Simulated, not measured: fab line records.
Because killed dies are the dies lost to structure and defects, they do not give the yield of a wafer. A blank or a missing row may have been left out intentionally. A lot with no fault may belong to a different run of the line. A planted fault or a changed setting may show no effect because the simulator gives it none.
fab line records / flow berkeley-cmos170
[record] lots = 5 wafers = 15 last-day = 12
route steps=331 shown PFIELD@88 FIELD@89 SACOX@97 SCREENOX@100 NVT@104
lots with no fault: from the same line, run without faults
start-h: hours from the record's first day to the start of the lot's first wafer shown / wait-h: hours from the lot's prior step to this one / " same as the row above / L1.1+2: a single row standing in for several wafers / - value missing, or start not given / * or withheld: withheld / < > ~ a bound
route shown NAME@n: names a module that has steps shown in the file, with the first one's number in the route / usual: mean/standard deviation of fault-free wafers / same: alike in all rows / chamber/n: place in a boat / sites: readings site by site / _std_site: their standard deviation / _edge_site: outer sites' mean less inner sites' / radius-mm: for every site, how far away it sits from the centre of the wafer / mask NAME#n: copy n / behind: the tool/chamber that last shaped the wafer / hold: why the lot went on hold/how many hours it stayed there/how the hold came to an end / device: names the non-switching transistor (n, p or np) / end of line: the same wafers' tests at the end of the route / step lacking rows: just its recipe / killed: dies that structure and defects cost at the first sort, which is not the same as the wafer's yield / map: shows each die of a wafer: x if killed, . if not, _ if none is there
set.NAME: the run value of the setting; set.NAME@STEP: its run value at that earlier step / model.NAME: the simulator's own value behind a step, which no gauge read
lots at some steps of the route; a table a step, a row a wafer
services: a tool's chamber out of use, with start hour (start-h, from the record's first day; less than 0 if before it), hours out, and reason
[[steps]]
[step UCB170_PFIELD_TW_MEAS_09]
[usual] PFIELD_TW = 598/4.1
lot.wafer=L074.1 tool=film-metro-01 chamber=- start-h=91.83 wait-h=0.1 PFIELD_TW=597
lot.wafer=L074.4 tool=film-metro-01 chamber=- start-h=91.83 wait-h=0.1 PFIELD_TW=593
lot.wafer=L074.6 tool=film-metro-01 chamber=- start-h=91.83 wait-h=0.1 PFIELD_TW=596
lot.wafer=L077.1 tool=film-metro-02 chamber=- start-h=101.21 wait-h=0.1 PFIELD_TW=602
lot.wafer=L077.3 tool=film-metro-02 chamber=- start-h=101.21 wait-h=0.1 PFIELD_TW=600
lot.wafer=L077.6 tool=film-metro-02 chamber=- start-h=101.21 wait-h=0.1 PFIELD_TW=598
lot.wafer=L079.2 tool=film-metro-01 chamber=- start-h=114.31 wait-h=0.1 PFIELD_TW=589
lot.wafer=L079.4 tool=film-metro-01 chamber=- start-h=114.31 wait-h=0.1 PFIELD_TW=594
lot.wafer=L079.5 tool=film-metro-01 chamber=- start-h=114.31 wait-h=0.1 PFIELD_TW=591
lot.wafer=L095.3 tool=film-metro-02 chamber=- start-h=201.17 wait-h=0.1 PFIELD_TW=599
lot.wafer=L095.4 tool=film-metro-02 chamber=- start-h=201.17 wait-h=0.1 PFIELD_TW=600
lot.wafer=L095.6 tool=film-metro-02 chamber=- start-h=201.17 wait-h=0.1 PFIELD_TW=600
lot.wafer=L096.2 tool=film-metro-01 chamber=- start-h=201.23 wait-h=0.1 PFIELD_TW=596
lot.wafer=L096.3 tool=film-metro-01 chamber=- start-h=201.23 wait-h=0.1 PFIELD_TW=595
lot.wafer=L096.5 tool=film-metro-01 chamber=- start-h=201.23 wait-h=0.1 PFIELD_TW=598
[step UCB170_FIELD_CLEAN_00]
[recipe] chemistry = dHF dilution = 25:1 time-s = 7.5
lot.wafer=L074.1+4+6 tool=wet-bench-03 chamber=0 start-h=91.89 wait-h=0.1
lot.wafer=L077.1+3+6 tool=wet-bench-03 chamber=3 start-h=101.27 wait-h=0.1
lot.wafer=L079.2+4+5 tool=wet-bench-03 chamber=1 start-h=114.36 wait-h=0.0
lot.wafer=L095.3+4+6 tool=wet-bench-03 chamber=2 start-h=201.21 wait-h=0.0
lot.wafer=L096.2+3+5 tool=wet-bench-03 chamber=2 start-h=201.28 wait-h=0.0
[step UCB170_FIELD_OXIDATION_01]
[recipe] temp-c = 1000 ambient = H2O p-h2o-torr = 584.62 target-thk-a = 5583 ox-time-s = 7078
[usual] zone-power-load-pct = 31.1/2.1
lot.wafer=L074.1 tool=furnace-01 chamber=0 start-h=95.37 wait-h=3.5 zone-power-load-pct=26.5
lot.wafer=L074.4 tool=furnace-01 chamber=0 start-h=95.37 wait-h=3.5 zone-power-load-pct=26.9
lot.wafer=L074.6 tool=furnace-01 chamber=0 start-h=95.37 wait-h=3.5 zone-power-load-pct=26.3
lot.wafer=L077.1 tool=furnace-02 chamber=0 start-h=106.18 wait-h=4.9 zone-power-load-pct=32.4
lot.wafer=L077.3 tool=furnace-02 chamber=0 start-h=106.18 wait-h=4.9 zone-power-load-pct=32.1
lot.wafer=L077.6 tool=furnace-02 chamber=0 start-h=106.18 wait-h=4.9 zone-power-load-pct=31.8
lot.wafer=L079.2 tool=furnace-04 chamber=0 start-h=118.63 wait-h=4.3 zone-power-load-pct=32.4
lot.wafer=L079.4 tool=furnace-04 chamber=0 start-h=118.63 wait-h=4.3 zone-power-load-pct=31.9
lot.wafer=L079.5 tool=furnace-04 chamber=0 start-h=118.63 wait-h=4.3 zone-power-load-pct=32.9
lot.wafer=L095.3 tool=furnace-04 chamber=0 start-h=205.47 wait-h=4.3 zone-power-load-pct=32.6
lot.wafer=L095.4 tool=furnace-04 chamber=0 start-h=205.47 wait-h=4.3 zone-power-load-pct=32.4
lot.wafer=L095.6 tool=furnace-04 chamber=0 start-h=205.47 wait-h=4.3 zone-power-load-pct=32.3
lot.wafer=L096.2 tool=furnace-04 chamber=0 start-h=205.47 wait-h=4.2 zone-power-load-pct=32.4
lot.wafer=L096.3 tool=furnace-04 chamber=0 start-h=205.47 wait-h=4.2 zone-power-load-pct=32.3
lot.wafer=L096.5 tool=furnace-04 chamber=0 start-h=205.47 wait-h=4.2 zone-power-load-pct=32.4
[step UCB170_FIELD_THK_MEAS_02]
[recipe] reads = SiO2_of_FIELD_OXIDATION_01
[usual] FIELD_OXIDE_THK = 551/9.6
lot.wafer=L074.1 tool=film-metro-03 chamber=- start-h=98.37 wait-h=0.0 FIELD_OXIDE_THK[nm]=563
lot.wafer=L074.4 tool=film-metro-03 chamber=- start-h=98.37 wait-h=0.0 FIELD_OXIDE_THK[nm]=547
lot.wafer=L074.6 tool=film-metro-03 chamber=- start-h=98.37 wait-h=0.0 FIELD_OXIDE_THK[nm]=555
lot.wafer=L077.1 tool=film-metro-04 chamber=- start-h=109.18 wait-h=0.0 FIELD_OXIDE_THK[nm]=528
lot.wafer=L077.3 tool=film-metro-04 chamber=- start-h=109.18 wait-h=0.0 FIELD_OXIDE_THK[nm]=539
lot.wafer=L077.6 tool=film-metro-04 chamber=- start-h=109.18 wait-h=0.0 FIELD_OXIDE_THK[nm]=533
lot.wafer=L079.2 tool=film-metro-03 chamber=- start-h=121.64 wait-h=0.0 FIELD_OXIDE_THK[nm]=547
lot.wafer=L079.4 tool=film-metro-03 chamber=- start-h=121.64 wait-h=0.0 FIELD_OXIDE_THK[nm]=546
lot.wafer=L079.5 tool=film-metro-03 chamber=- start-h=121.64 wait-h=0.0 FIELD_OXIDE_THK[nm]=541
lot.wafer=L095.3 tool=film-metro-03 chamber=- start-h=208.49 wait-h=0.0 FIELD_OXIDE_THK[nm]=551
lot.wafer=L095.4 tool=film-metro-03 chamber=- start-h=208.49 wait-h=0.0 FIELD_OXIDE_THK[nm]=552
lot.wafer=L095.6 tool=film-metro-03 chamber=- start-h=208.49 wait-h=0.0 FIELD_OXIDE_THK[nm]=562
lot.wafer=L096.2 tool=film-metro-03 chamber=- start-h=208.54 wait-h=0.1 FIELD_OXIDE_THK[nm]=546
lot.wafer=L096.3 tool=film-metro-03 chamber=- start-h=208.54 wait-h=0.1 FIELD_OXIDE_THK[nm]=545
lot.wafer=L096.5 tool=film-metro-03 chamber=- start-h=208.54 wait-h=0.1 FIELD_OXIDE_THK[nm]=541
[step UCB170_FIELD_ANNEAL_03]
[recipe] temp-c = 1000 time-s = 1200 ambient = N2
[usual] zone-power-load-pct = 30.5/2.6
lot.wafer=L074.1 tool=furnace-02 chamber=0 start-h=103.35 wait-h=5.0 zone-power-load-pct=31.9
lot.wafer=L074.4 tool=furnace-02 chamber=0 start-h=103.35 wait-h=5.0 zone-power-load-pct=32.2
lot.wafer=L074.6 tool=furnace-02 chamber=0 start-h=103.35 wait-h=5.0 zone-power-load-pct=32.1
lot.wafer=L077.1 tool=furnace-01 chamber=0 start-h=113.39 wait-h=4.2 zone-power-load-pct=26.6
lot.wafer=L077.3 tool=furnace-01 chamber=0 start-h=113.39 wait-h=4.2 zone-power-load-pct=26.6
lot.wafer=L077.6 tool=furnace-01 chamber=0 start-h=113.39 wait-h=4.2 zone-power-load-pct=26.2
lot.wafer=L079.2 tool=furnace-02 chamber=0 start-h=126.37 wait-h=4.7 zone-power-load-pct=32.4
lot.wafer=L079.4 tool=furnace-02 chamber=0 start-h=126.37 wait-h=4.7 zone-power-load-pct=32.0
lot.wafer=L079.5 tool=furnace-02 chamber=0 start-h=126.37 wait-h=4.7 zone-power-load-pct=31.8
lot.wafer=L095.3 tool=furnace-02 chamber=0 start-h=211.43 wait-h=2.9 zone-power-load-pct=31.9
lot.wafer=L095.4 tool=furnace-02 chamber=0 start-h=211.43 wait-h=2.9 zone-power-load-pct=32.1
lot.wafer=L095.6 tool=furnace-02 chamber=0 start-h=211.43 wait-h=2.9 zone-power-load-pct=32.2
lot.wafer=L096.2 tool=furnace-02 chamber=0 start-h=211.43 wait-h=2.9 zone-power-load-pct=32.1
lot.wafer=L096.3 tool=furnace-02 chamber=0 start-h=211.43 wait-h=2.9 zone-power-load-pct=32.4
lot.wafer=L096.5 tool=furnace-02 chamber=0 start-h=211.43 wait-h=2.9 zone-power-load-pct=31.9
[step UCB170_FIELD_WET_ETCH_04]
[recipe] chemistry = dHF dilution = 10:1 target = SiO2 temp-c = 25 time-s = 60
lot.wafer=L074.1+4+6 tool=wet-bench-04 chamber=3 start-h=104.68 wait-h=0.0
lot.wafer=L077.1+3+6 tool=wet-bench-03 chamber=0 start-h=114.72 wait-h=0.0
lot.wafer=L079.2+4+5 tool=wet-bench-04 chamber=3 start-h=128.00 wait-h=0.3
lot.wafer=L095.3+4+6 tool=wet-bench-03 chamber=2 start-h=212.76 wait-h=0.0
lot.wafer=L096.2+3+5 tool=wet-bench-03 chamber=3 start-h=212.76 wait-h=0.0
[step UCB170_FIELD_WET_ETCH_05]
[recipe] chemistry = H3PO4 target = Si3N4 temp-c = 160 time-s = 12600
lot.wafer=L074.1+4+6 tool=wet-bench-04 chamber=3 start-h=104.71 wait-h=0.0
lot.wafer=L077.1+3+6 tool=wet-bench-01 chamber=3 start-h=114.75 wait-h=0.0
lot.wafer=L079.2+4+5 tool=wet-bench-04 chamber=2 start-h=128.21 wait-h=0.2
lot.wafer=L095.3+4+6 tool=wet-bench-04 chamber=1 start-h=212.79 wait-h=0.0
lot.wafer=L096.2+3+5 tool=wet-bench-04 chamber=0 start-h=212.79 wait-h=0.0
[step UCB170_FIELD_WET_ETCH_06]
[recipe] chemistry = BOE dilution = 5:1 target = SiO2 temp-c = 25 time-s = 22
lot.wafer=L074.1+4+6 tool=wet-bench-04 chamber=2 start-h=108.59 wait-h=0.4
lot.wafer=L077.1+3+6 tool=wet-bench-04 chamber=1 start-h=119.10 wait-h=0.2
lot.wafer=L079.2+4+5 tool=wet-bench-01 chamber=3 start-h=132.39 wait-h=0.0
lot.wafer=L095.3+4+6 tool=wet-bench-03 chamber=2 start-h=216.29 wait-h=0.0
lot.wafer=L096.2+3+5 tool=wet-bench-03 chamber=0 start-h=216.29 wait-h=0.0
[step UCB170_FIELD_THK_MEAS_90]
[recipe] reads = SiO2_of_FIELD_OXIDATION_01
[usual] FIELD_OXIDE_LEFT_1_THK = 435/9.8
lot.wafer=L074.1 tool=film-metro-03 chamber=- start-h=108.61 wait-h=0.0 FIELD_OXIDE_LEFT_1_THK[nm]=446
lot.wafer=L074.4 tool=film-metro-03 chamber=- start-h=108.61 wait-h=0.0 FIELD_OXIDE_LEFT_1_THK[nm]=431
lot.wafer=L074.6 tool=film-metro-03 chamber=- start-h=108.61 wait-h=0.0 FIELD_OXIDE_LEFT_1_THK[nm]=439
lot.wafer=L077.1 tool=film-metro-03 chamber=- start-h=119.11 wait-h=0.0 FIELD_OXIDE_LEFT_1_THK[nm]=411
lot.wafer=L077.3 tool=film-metro-03 chamber=- start-h=119.11 wait-h=0.0 FIELD_OXIDE_LEFT_1_THK[nm]=421
lot.wafer=L077.6 tool=film-metro-03 chamber=- start-h=119.11 wait-h=0.0 FIELD_OXIDE_LEFT_1_THK[nm]=415
lot.wafer=L079.2 tool=film-metro-01 chamber=- start-h=132.42 wait-h=0.0 FIELD_OXIDE_LEFT_1_THK[nm]=430
lot.wafer=L079.4 tool=film-metro-01 chamber=- start-h=132.42 wait-h=0.0 FIELD_OXIDE_LEFT_1_THK[nm]=429
lot.wafer=L079.5 tool=film-metro-01 chamber=- start-h=132.42 wait-h=0.0 FIELD_OXIDE_LEFT_1_THK[nm]=423
lot.wafer=L096.2 tool=film-metro-01 chamber=- start-h=216.33 wait-h=0.0 FIELD_OXIDE_LEFT_1_THK[nm]=429
lot.wafer=L096.3 tool=film-metro-01 chamber=- start-h=216.33 wait-h=0.0 FIELD_OXIDE_LEFT_1_THK[nm]=427
lot.wafer=L096.5 tool=film-metro-01 chamber=- start-h=216.33 wait-h=0.0 FIELD_OXIDE_LEFT_1_THK[nm]=423
lot.wafer=L095.3 tool=film-metro-04 chamber=- start-h=216.34 wait-h=0.0 FIELD_OXIDE_LEFT_1_THK[nm]=434
lot.wafer=L095.4 tool=film-metro-04 chamber=- start-h=216.34 wait-h=0.0 FIELD_OXIDE_LEFT_1_THK[nm]=435
lot.wafer=L095.6 tool=film-metro-04 chamber=- start-h=216.34 wait-h=0.0 FIELD_OXIDE_LEFT_1_THK[nm]=445
[step UCB170_SACOX_CLEAN_00]
[recipe] chemistry = dHF dilution = 25:1 time-s = 7.5
lot.wafer=L074.1+4+6 tool=wet-bench-04 chamber=2 start-h=108.67 wait-h=0.1
lot.wafer=L077.1+3+6 tool=wet-bench-04 chamber=0 start-h=119.46 wait-h=0.3
lot.wafer=L079.2+4+5 tool=wet-bench-02 chamber=3 start-h=132.47 wait-h=0.0
lot.wafer=L095.3+4+6 tool=wet-bench-04 chamber=1 start-h=216.38 wait-h=0.0
lot.wafer=L096.2+3+5 tool=wet-bench-04 chamber=0 start-h=216.38 wait-h=0.0
[step UCB170_SACOX_OXIDATION_01]
[recipe] temp-c = 900 ambient = O2 target-thk-a = 144 ox-time-s = 2400
[usual] zone-power-load-pct = 23.6/2.1
lot.wafer=L074.1 tool=furnace-02 chamber=0 start-h=112.68 wait-h=4.0 zone-power-load-pct=24.9
lot.wafer=L074.4 tool=furnace-02 chamber=0 start-h=112.68 wait-h=4.0 zone-power-load-pct=24.6
lot.wafer=L074.6 tool=furnace-02 chamber=0 start-h=112.68 wait-h=4.0 zone-power-load-pct=25.1
lot.wafer=L077.1 tool=furnace-01 chamber=0 start-h=123.24 wait-h=3.8 zone-power-load-pct=20.9
lot.wafer=L077.3 tool=furnace-01 chamber=0 start-h=123.24 wait-h=3.8 zone-power-load-pct=20.6
lot.wafer=L077.6 tool=furnace-01 chamber=0 start-h=123.24 wait-h=3.8 zone-power-load-pct=20.4
lot.wafer=L079.2 tool=furnace-01 chamber=0 start-h=138.04 wait-h=5.6 zone-power-load-pct=20.5
lot.wafer=L079.4 tool=furnace-01 chamber=0 start-h=138.04 wait-h=5.6 zone-power-load-pct=20.5
lot.wafer=L079.5 tool=furnace-01 chamber=0 start-h=138.04 wait-h=5.6 zone-power-load-pct=20.7
lot.wafer=L095.3 tool=furnace-02 chamber=0 start-h=219.59 wait-h=3.2 zone-power-load-pct=25.1
lot.wafer=L095.4 tool=furnace-02 chamber=0 start-h=219.59 wait-h=3.2 zone-power-load-pct=25.1
lot.wafer=L095.6 tool=furnace-02 chamber=0 start-h=219.59 wait-h=3.2 zone-power-load-pct=25.2
lot.wafer=L096.2 tool=furnace-02 chamber=0 start-h=219.59 wait-h=3.2 zone-power-load-pct=25.1
lot.wafer=L096.3 tool=furnace-02 chamber=0 start-h=219.59 wait-h=3.2 zone-power-load-pct=24.8
lot.wafer=L096.5 tool=furnace-02 chamber=0 start-h=219.59 wait-h=3.2 zone-power-load-pct=25.4
[step UCB170_SACOX_THK_MEAS_02]
[recipe] reads = SiO2_of_SACOX_OXIDATION_01
[usual] SACOX_OXIDE_THK = 14.29/0.26
lot.wafer=L074.1 tool=film-metro-03 chamber=- start-h=114.35 wait-h=0.0 SACOX_OXIDE_THK[nm]=14.29
lot.wafer=L074.4 tool=film-metro-03 chamber=- start-h=114.35 wait-h=0.0 SACOX_OXIDE_THK[nm]=14.15
lot.wafer=L074.6 tool=film-metro-03 chamber=- start-h=114.35 wait-h=0.0 SACOX_OXIDE_THK[nm]=14.24
lot.wafer=L077.1 tool=film-metro-02 chamber=- start-h=124.90 wait-h=0.0 SACOX_OXIDE_THK[nm]=15.07
lot.wafer=L077.3 tool=film-metro-02 chamber=- start-h=124.90 wait-h=0.0 SACOX_OXIDE_THK[nm]=14.88
lot.wafer=L077.6 tool=film-metro-02 chamber=- start-h=124.90 wait-h=0.0 SACOX_OXIDE_THK[nm]=14.81
lot.wafer=L079.2 tool=film-metro-01 chamber=- start-h=139.71 wait-h=0.0 SACOX_OXIDE_THK[nm]=14.15
lot.wafer=L079.4 tool=film-metro-01 chamber=- start-h=139.71 wait-h=0.0 SACOX_OXIDE_THK[nm]=14.34
lot.wafer=L079.5 tool=film-metro-01 chamber=- start-h=139.71 wait-h=0.0 SACOX_OXIDE_THK[nm]=14.24
lot.wafer=L096.2 tool=film-metro-03 chamber=- start-h=221.27 wait-h=0.0 SACOX_OXIDE_THK[nm]=14.49
lot.wafer=L096.3 tool=film-metro-03 chamber=- start-h=221.27 wait-h=0.0 SACOX_OXIDE_THK[nm]=14.41
lot.wafer=L096.5 tool=film-metro-03 chamber=- start-h=221.27 wait-h=0.0 SACOX_OXIDE_THK[nm]=14.47
lot.wafer=L095.3 tool=film-metro-02 chamber=- start-h=221.28 wait-h=0.0 SACOX_OXIDE_THK[nm]=14.06
lot.wafer=L095.4 tool=film-metro-02 chamber=- start-h=221.28 wait-h=0.0 SACOX_OXIDE_THK[nm]=14.18
lot.wafer=L095.6 tool=film-metro-02 chamber=- start-h=221.28 wait-h=0.0 SACOX_OXIDE_THK[nm]=13.87
[step UCB170_SCREENOX_WET_ETCH_00]
[recipe] chemistry = dHF dilution = 25:1 target = SiO2 temp-c = 25 time-s = 200
lot.wafer=L074.1+4+6 tool=wet-bench-02 chamber=3 start-h=114.41 wait-h=0.1
lot.wafer=L077.1+3+6 tool=wet-bench-02 chamber=0 start-h=124.96 wait-h=0.1
lot.wafer=L079.2+4+5 tool=wet-bench-04 chamber=1 start-h=139.80 wait-h=0.1
lot.wafer=L095.3+4+6 tool=wet-bench-04 chamber=1 start-h=221.32 wait-h=0.0
lot.wafer=L096.2+3+5 tool=wet-bench-04 chamber=2 start-h=221.32 wait-h=0.0
[step UCB170_SCREENOX_OXIDATION_01]
[recipe] temp-c = 900 ambient = O2 target-thk-a = 144 ox-time-s = 2400
[usual] zone-power-load-pct = 24.4/1.7
lot.wafer=L074.1 tool=furnace-01 chamber=0 start-h=118.82 wait-h=4.3 zone-power-load-pct=20.5
lot.wafer=L074.4 tool=furnace-01 chamber=0 start-h=118.82 wait-h=4.3 zone-power-load-pct=20.3
lot.wafer=L074.6 tool=furnace-01 chamber=0 start-h=118.82 wait-h=4.3 zone-power-load-pct=20.5
lot.wafer=L077.1 tool=furnace-04 chamber=0 start-h=129.12 wait-h=4.1 zone-power-load-pct=25.5
lot.wafer=L077.3 tool=furnace-04 chamber=0 start-h=129.12 wait-h=4.1 zone-power-load-pct=24.9
lot.wafer=L077.6 tool=furnace-04 chamber=0 start-h=129.12 wait-h=4.1 zone-power-load-pct=25.6
lot.wafer=L079.2 tool=furnace-02 chamber=0 start-h=144.47 wait-h=4.6 zone-power-load-pct=24.8
lot.wafer=L079.4 tool=furnace-02 chamber=0 start-h=144.47 wait-h=4.6 zone-power-load-pct=24.7
lot.wafer=L079.5 tool=furnace-02 chamber=0 start-h=144.47 wait-h=4.6 zone-power-load-pct=24.6
lot.wafer=L095.3 tool=furnace-02 chamber=0 start-h=225.36 wait-h=4.0 zone-power-load-pct=25.2
lot.wafer=L095.4 tool=furnace-02 chamber=0 start-h=225.36 wait-h=4.0 zone-power-load-pct=24.9
lot.wafer=L095.6 tool=furnace-02 chamber=0 start-h=225.36 wait-h=4.0 zone-power-load-pct=25.2
lot.wafer=L096.2 tool=furnace-02 chamber=0 start-h=225.36 wait-h=4.0 zone-power-load-pct=25.4
lot.wafer=L096.3 tool=furnace-02 chamber=0 start-h=225.36 wait-h=4.0 zone-power-load-pct=25.2
lot.wafer=L096.5 tool=furnace-02 chamber=0 start-h=225.36 wait-h=4.0 zone-power-load-pct=25.2
[step UCB170_SCREENOX_THK_MEAS_02]
[recipe] reads = SiO2_of_SCREENOX_OXIDATION_01
[usual] SCREENOX_OXIDE_THK = 14.46/0.26
lot.wafer=L074.1 tool=film-metro-04 chamber=- start-h=120.49 wait-h=0.0 SCREENOX_OXIDE_THK[nm]=14.54
lot.wafer=L074.4 tool=film-metro-04 chamber=- start-h=120.49 wait-h=0.0 SCREENOX_OXIDE_THK[nm]=14.65
lot.wafer=L074.6 tool=film-metro-04 chamber=- start-h=120.49 wait-h=0.0 SCREENOX_OXIDE_THK[nm]=14.45
lot.wafer=L077.1 tool=film-metro-03 chamber=- start-h=130.79 wait-h=0.0 SCREENOX_OXIDE_THK[nm]=14.84
lot.wafer=L077.3 tool=film-metro-03 chamber=- start-h=130.79 wait-h=0.0 SCREENOX_OXIDE_THK[nm]=15.01
lot.wafer=L077.6 tool=film-metro-03 chamber=- start-h=130.79 wait-h=0.0 SCREENOX_OXIDE_THK[nm]=14.84
lot.wafer=L079.2 tool=film-metro-03 chamber=- start-h=146.15 wait-h=0.0 SCREENOX_OXIDE_THK[nm]=14.69
lot.wafer=L079.4 tool=film-metro-03 chamber=- start-h=146.15 wait-h=0.0 SCREENOX_OXIDE_THK[nm]=14.58
lot.wafer=L079.5 tool=film-metro-03 chamber=- start-h=146.15 wait-h=0.0 SCREENOX_OXIDE_THK[nm]=14.51
lot.wafer=L095.3 tool=film-metro-02 chamber=- start-h=227.05 wait-h=0.0 SCREENOX_OXIDE_THK[nm]=14.65
lot.wafer=L095.4 tool=film-metro-02 chamber=- start-h=227.05 wait-h=0.0 SCREENOX_OXIDE_THK[nm]=14.52
lot.wafer=L095.6 tool=film-metro-02 chamber=- start-h=227.05 wait-h=0.0 SCREENOX_OXIDE_THK[nm]=14.52
lot.wafer=L096.2 tool=film-metro-04 chamber=- start-h=227.07 wait-h=0.0 SCREENOX_OXIDE_THK[nm]=14.10
lot.wafer=L096.3 tool=film-metro-04 chamber=- start-h=227.07 wait-h=0.0 SCREENOX_OXIDE_THK[nm]=14.67
lot.wafer=L096.5 tool=film-metro-04 chamber=- start-h=227.07 wait-h=0.0 SCREENOX_OXIDE_THK[nm]=14.08
[step UCB170_SCREENOX_ANNEAL_03]
[recipe] temp-c = 900 time-s = 900 ambient = N2
[usual] zone-power-load-pct = 24.7/1.3
lot.wafer=L074.1 tool=furnace-04 chamber=0 start-h=124.48 wait-h=4.0 zone-power-load-pct=25.2
lot.wafer=L074.4 tool=furnace-04 chamber=0 start-h=124.48 wait-h=4.0 zone-power-load-pct=25.2
lot.wafer=L074.6 tool=furnace-04 chamber=0 start-h=124.48 wait-h=4.0 zone-power-load-pct=25.7
lot.wafer=L077.1 tool=furnace-04 chamber=0 start-h=133.29 wait-h=2.5 zone-power-load-pct=24.7
lot.wafer=L077.3 tool=furnace-04 chamber=0 start-h=133.29 wait-h=2.5 zone-power-load-pct=25.3
lot.wafer=L077.6 tool=furnace-04 chamber=0 start-h=133.29 wait-h=2.5 zone-power-load-pct=24.8
lot.wafer=L079.2 tool=furnace-04 chamber=0 start-h=150.27 wait-h=4.1 zone-power-load-pct=25.0
lot.wafer=L079.4 tool=furnace-04 chamber=0 start-h=150.27 wait-h=4.1 zone-power-load-pct=25.1
lot.wafer=L079.5 tool=furnace-04 chamber=0 start-h=150.27 wait-h=4.1 zone-power-load-pct=25.1
lot.wafer=L095.3 tool=furnace-01 chamber=0 start-h=232.05 wait-h=5.0 zone-power-load-pct=20.3
lot.wafer=L095.4 tool=furnace-01 chamber=0 start-h=232.05 wait-h=5.0 zone-power-load-pct=20.6
lot.wafer=L095.6 tool=furnace-01 chamber=0 start-h=232.05 wait-h=5.0 zone-power-load-pct=20.9
lot.wafer=L096.2 tool=furnace-01 chamber=0 start-h=232.05 wait-h=5.0 zone-power-load-pct=20.6
lot.wafer=L096.3 tool=furnace-01 chamber=0 start-h=232.05 wait-h=5.0 zone-power-load-pct=20.7
lot.wafer=L096.5 tool=furnace-01 chamber=0 start-h=232.05 wait-h=5.0 zone-power-load-pct=20.8
[step UCB170_NVT_HMDS_00]
[recipe] prime-time-s = 60 prime-temp-c = 100
lot.wafer=L074.1+4+6 tool=litho-track-03 chamber=0 start-h=126.11 wait-h=0.4
lot.wafer=L077.1+3+6 tool=litho-track-02 chamber=0 start-h=135.09 wait-h=0.5
lot.wafer=L079.2+4+5 tool=litho-track-03 chamber=0 start-h=152.01 wait-h=0.5
lot.wafer=L096.2+3+5 tool=litho-track-02 chamber=0 start-h=233.33 wait-h=0.0
lot.wafer=L095.3+4+6 tool=litho-track-01 chamber=0 start-h=233.35 wait-h=0.1
[step UCB170_NVT_COAT_01]
[recipe] resist = KrF spin-rpm = 1500 resist-thk-nm = 900
[usual] dispense-pressure-kPa = 49/3.5
lot.wafer=L074.1 tool=litho-track-03 chamber=0 start-h=126.26 wait-h=0.1 dispense-pressure-kPa=43
lot.wafer=L074.4 tool=litho-track-03 chamber=0 start-h=126.26 wait-h=0.1 dispense-pressure-kPa=43
lot.wafer=L074.6 tool=litho-track-03 chamber=0 start-h=126.26 wait-h=0.1 dispense-pressure-kPa=43
lot.wafer=L077.1 tool=litho-track-02 chamber=0 start-h=135.24 wait-h=0.1 dispense-pressure-kPa=49
lot.wafer=L077.3 tool=litho-track-02 chamber=0 start-h=135.24 wait-h=0.1 dispense-pressure-kPa=50
lot.wafer=L077.6 tool=litho-track-02 chamber=0 start-h=135.24 wait-h=0.1 dispense-pressure-kPa=50
lot.wafer=L079.2 tool=litho-track-03 chamber=0 start-h=152.16 wait-h=0.1 dispense-pressure-kPa=43
lot.wafer=L079.4 tool=litho-track-03 chamber=0 start-h=152.16 wait-h=0.1 dispense-pressure-kPa=43
lot.wafer=L079.5 tool=litho-track-03 chamber=0 start-h=152.16 wait-h=0.1 dispense-pressure-kPa=43
lot.wafer=L096.2 tool=litho-track-02 chamber=0 start-h=233.48 wait-h=0.1 dispense-pressure-kPa=50
lot.wafer=L096.3 tool=litho-track-02 chamber=0 start-h=233.48 wait-h=0.1 dispense-pressure-kPa=50
lot.wafer=L096.5 tool=litho-track-02 chamber=0 start-h=233.48 wait-h=0.1 dispense-pressure-kPa=50
lot.wafer=L095.3 tool=litho-track-01 chamber=0 start-h=233.50 wait-h=0.1 dispense-pressure-kPa=53
lot.wafer=L095.4 tool=litho-track-01 chamber=0 start-h=233.50 wait-h=0.1 dispense-pressure-kPa=53
lot.wafer=L095.6 tool=litho-track-01 chamber=0 start-h=233.50 wait-h=0.1 dispense-pressure-kPa=53
[step UCB170_NVT_SOFTBAKE_02]
[recipe] resist = KrF temp-c = 130 time-s = 60
lot.wafer=L074.1+4+6 tool=litho-track-03 chamber=0 start-h=126.41 wait-h=0.1
lot.wafer=L077.1+3+6 tool=litho-track-02 chamber=0 start-h=135.39 wait-h=0.1
lot.wafer=L079.2+4+5 tool=litho-track-03 chamber=0 start-h=152.31 wait-h=0.1
lot.wafer=L096.2+3+5 tool=litho-track-02 chamber=0 start-h=233.63 wait-h=0.1
lot.wafer=L095.3+4+6 tool=litho-track-01 chamber=0 start-h=233.65 wait-h=0.1
[step UCB170_NVT_EXPOSE_03]
[recipe] mask-id = PWELL target-cd-nm = 3000 na = 0.5 sigma-outer = 0.6 source-shape = conventional dose-mj = 30
[same] na = 0.5
lot.wafer=L074.1+4+6 tool=krf-scanner-01 chamber=0 start-h=126.76 wait-h=0.3 mask=PWELL#0
lot.wafer=L077.1+3+6 tool=krf-scanner-02 chamber=0 start-h=135.74 wait-h=0.3 mask=PWELL#0
lot.wafer=L079.2+4+5 tool=krf-scanner-01 chamber=0 start-h=152.78 wait-h=0.4 mask=PWELL#0
lot.wafer=L095.3+4+6 tool=krf-scanner-01 chamber=0 start-h=233.79 wait-h=0.1 mask=PWELL#0
lot.wafer=L096.2+3+5 tool=krf-scanner-02 chamber=0 start-h=234.01 wait-h=0.4 mask=PWELL#0
[[services]]
tool=krf-scanner-01 chamber=- start-h=73.62 hours=3.6 kind=pm
tool=krf-scanner-01 chamber=- start-h=78.20 hours=22.5 kind=repair
tool=krf-scanner-01 chamber=- start-h=100.87 hours=1.4 kind=repair
tool=krf-scanner-01 chamber=0 start-h=103.18 hours=- kind=calibration
tool=furnace-01 chamber=- start-h=105.39 hours=3.7 kind=pm
tool=krf-scanner-02 chamber=- start-h=124.68 hours=1.3 kind=pm
tool=krf-scanner-02 chamber=- start-h=125.98 hours=1.0 kind=pm
tool=krf-scanner-02 chamber=0 start-h=129.51 hours=- kind=calibration
tool=furnace-02 chamber=- start-h=137.87 hours=3.6 kind=pm
tool=krf-scanner-02 chamber=- start-h=151.22 hours=0.6 kind=repair
tool=krf-scanner-01 chamber=- start-h=157.59 hours=0.6 kind=repair
tool=krf-scanner-01 chamber=- start-h=167.51 hours=1.3 kind=pm
tool=krf-scanner-02 chamber=- start-h=170.22 hours=0.8 kind=pm
tool=furnace-02 chamber=- start-h=192.57 hours=4.2 kind=pm
tool=krf-scanner-01 chamber=- start-h=214.98 hours=0.8 kind=pm
tool=krf-scanner-01 chamber=- start-h=222.12 hours=1.0 kind=pm
tool=krf-scanner-01 chamber=- start-h=232.82 hours=0.8 kind=repair
[[key]]
fault none
